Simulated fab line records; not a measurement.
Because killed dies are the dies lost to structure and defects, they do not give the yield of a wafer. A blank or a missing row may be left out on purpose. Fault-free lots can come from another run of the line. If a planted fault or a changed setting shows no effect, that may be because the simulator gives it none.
Tool commonality check || flow rit_cmos || Sampled: 15 lots, 45 wafers

## WHY IT WAS OPENED
At RIT_FOX1_THK_MEAS_01 the reading FOX1_OXIDE_THK is flagged on 3 of 15 lots. Fault-free wafers read 348 nm, with a standard deviation of 5.8.
Rule: a lot gets a flag if all its wafers with a number sit over 4 standard deviations from that mean, or if no wafer of it has a number. All remaining lots are regarded as sound.

{"lot": "L715", "measured": "day 1 18:35", "on": "film_metro-02", "FOX1_OXIDE_THK (nm), wafer by wafer": "339 341 340", "flag": ""}
{"lot": "L716", "measured": "day 1 23:55", "on": "film_metro-01", "FOX1_OXIDE_THK (nm), wafer by wafer": "360 359 355", "flag": ""}
{"lot": "L717", "measured": "day 2 05:21", "on": "film_metro-01", "FOX1_OXIDE_THK (nm), wafer by wafer": "524 536 529", "flag": "FLAGGED"}
{"lot": "L718", "measured": "day 2 09:29", "on": "film_metro-02", "FOX1_OXIDE_THK (nm), wafer by wafer": "345 347 341", "flag": ""}
{"lot": "L719", "measured": "day 2 16:40", "on": "film_metro-02", "FOX1_OXIDE_THK (nm), wafer by wafer": "526 528 536", "flag": "FLAGGED"}
{"lot": "L720", "measured": "day 2 20:32", "on": "film_metro-02", "FOX1_OXIDE_THK (nm), wafer by wafer": "344 348 354", "flag": ""}
{"lot": "L721", "measured": "day 3 03:20", "on": "film_metro-03", "FOX1_OXIDE_THK (nm), wafer by wafer": "545 543 544", "flag": "FLAGGED"}
{"lot": "L729", "measured": "day 4 15:52", "on": "film_metro-02", "FOX1_OXIDE_THK (nm), wafer by wafer": "348 350 351", "flag": ""}
{"lot": "L731", "measured": "day 5 02:35", "on": "film_metro-01", "FOX1_OXIDE_THK (nm), wafer by wafer": "348 350 348", "flag": ""}
{"lot": "L732", "measured": "day 5 07:09", "on": "film_metro-03", "FOX1_OXIDE_THK (nm), wafer by wafer": "337 346 343", "flag": ""}
{"lot": "L734", "measured": "day 5 17:19", "on": "film_metro-01", "FOX1_OXIDE_THK (nm), wafer by wafer": "352 351 347", "flag": ""}
{"lot": "L735", "measured": "day 5 22:34", "on": "film_metro-01", "FOX1_OXIDE_THK (nm), wafer by wafer": "346 353 351", "flag": ""}
{"lot": "L736", "measured": "day 6 04:32", "on": "film_metro-02", "FOX1_OXIDE_THK (nm), wafer by wafer": "331 336 340", "flag": ""}
{"lot": "L737", "measured": "day 6 09:23", "on": "film_metro-02", "FOX1_OXIDE_THK (nm), wafer by wafer": "352 354 353", "flag": ""}
{"lot": "L738", "measured": "day 6 13:32", "on": "film_metro-03", "FOX1_OXIDE_THK (nm), wafer by wafer": "356 355 358", "flag": ""}
The mean of the flagged lots' numbers is 535 nm, +187 nm from the usual (+32 standard deviations).

## EACH LOT AND THE TOOL IT RAN ON
The record holds 1 process step before the reading, out of a route of 202 steps. Every cell lists first the tool, next ch and the chambers used by the sampled wafers, and last the start.
{"lot": "L715", "flag": "", "RIT_FOX1_OXIDATION_00": "furnace-04 ch 0, day 1 17:15"}
{"lot": "L716", "flag": "", "RIT_FOX1_OXIDATION_00": "furnace-04 ch 0, day 1 22:37"}
{"lot": "L717", "flag": "FLAGGED", "RIT_FOX1_OXIDATION_00": "furnace-04 ch 0, day 2 02:34"}
{"lot": "L718", "flag": "", "RIT_FOX1_OXIDATION_00": "furnace-04 ch 0, day 2 08:10"}
{"lot": "L719", "flag": "FLAGGED", "RIT_FOX1_OXIDATION_00": "furnace-04 ch 0, day 2 13:10 and furnace-03 ch 0, day 2 15:20"}
{"lot": "L720", "flag": "", "RIT_FOX1_OXIDATION_00": "furnace-03 ch 0, day 2 19:12"}
{"lot": "L721", "flag": "FLAGGED", "RIT_FOX1_OXIDATION_00": "furnace-03 ch 0, day 2 23:33"}
{"lot": "L729", "flag": "", "RIT_FOX1_OXIDATION_00": "furnace-01 ch 0, day 4 14:33"}
{"lot": "L731", "flag": "", "RIT_FOX1_OXIDATION_00": "furnace-04 ch 0, day 5 01:16"}
{"lot": "L732", "flag": "", "RIT_FOX1_OXIDATION_00": "furnace-03 ch 0, day 5 05:50"}
{"lot": "L734", "flag": "", "RIT_FOX1_OXIDATION_00": "furnace-01 ch 0, day 5 15:58"}
{"lot": "L735", "flag": "", "RIT_FOX1_OXIDATION_00": "furnace-03 ch 0, day 5 21:15"}
{"lot": "L736", "flag": "", "RIT_FOX1_OXIDATION_00": "furnace-01 ch 0, day 6 03:13"}
{"lot": "L737", "flag": "", "RIT_FOX1_OXIDATION_00": "furnace-01 ch 0, day 6 08:04"}
{"lot": "L738", "flag": "", "RIT_FOX1_OXIDATION_00": "furnace-03 ch 0, day 6 12:13"}
What these steps do:
- RIT_FOX1_OXIDATION_00: target thk 350.7 nm, ox time 1130 s.
- RIT_FOX1_THK_MEAS_01

## FLAGGED AGAINST TOTAL, ONE TOOL AT A TIME (gauges that did the reading follow at the end)
{"step": "RIT_FOX1_OXIDATION_00", "tool": "furnace-01", "lots run": 4, "flagged": 0, "share of the flagged lots": "none", "sound lots run after its first flagged lot": "-"}
{"step": "RIT_FOX1_OXIDATION_00", "tool": "furnace-03", "lots run": 6, "flagged": 2, "share of the flagged lots": "some", "sound lots run after its first flagged lot": "4 (L720,L732,L735,L738)"}
{"step": "RIT_FOX1_OXIDATION_00", "tool": "furnace-04", "lots run": 6, "flagged": 2, "share of the flagged lots": "some", "sound lots run after its first flagged lot": "2 (L718,L731)"}
{"step": "RIT_FOX1_THK_MEAS_01", "tool": "film_metro-01", "lots run": 5, "flagged": 1, "share of the flagged lots": "some", "sound lots run after its first flagged lot": "3 (L731,L734,L735)"}
{"step": "RIT_FOX1_THK_MEAS_01", "tool": "film_metro-02", "lots run": 7, "flagged": 1, "share of the flagged lots": "some", "sound lots run after its first flagged lot": "4 (L720,L729,L736,L737)"}
{"step": "RIT_FOX1_THK_MEAS_01", "tool": "film_metro-03", "lots run": 3, "flagged": 1, "share of the flagged lots": "some", "sound lots run after its first flagged lot": "2 (L732,L738)"}

## WHAT THE TABLE PERMITS
No row of the table ran every flagged lot.

## WHAT THE SIMULATOR HAD INSERTED
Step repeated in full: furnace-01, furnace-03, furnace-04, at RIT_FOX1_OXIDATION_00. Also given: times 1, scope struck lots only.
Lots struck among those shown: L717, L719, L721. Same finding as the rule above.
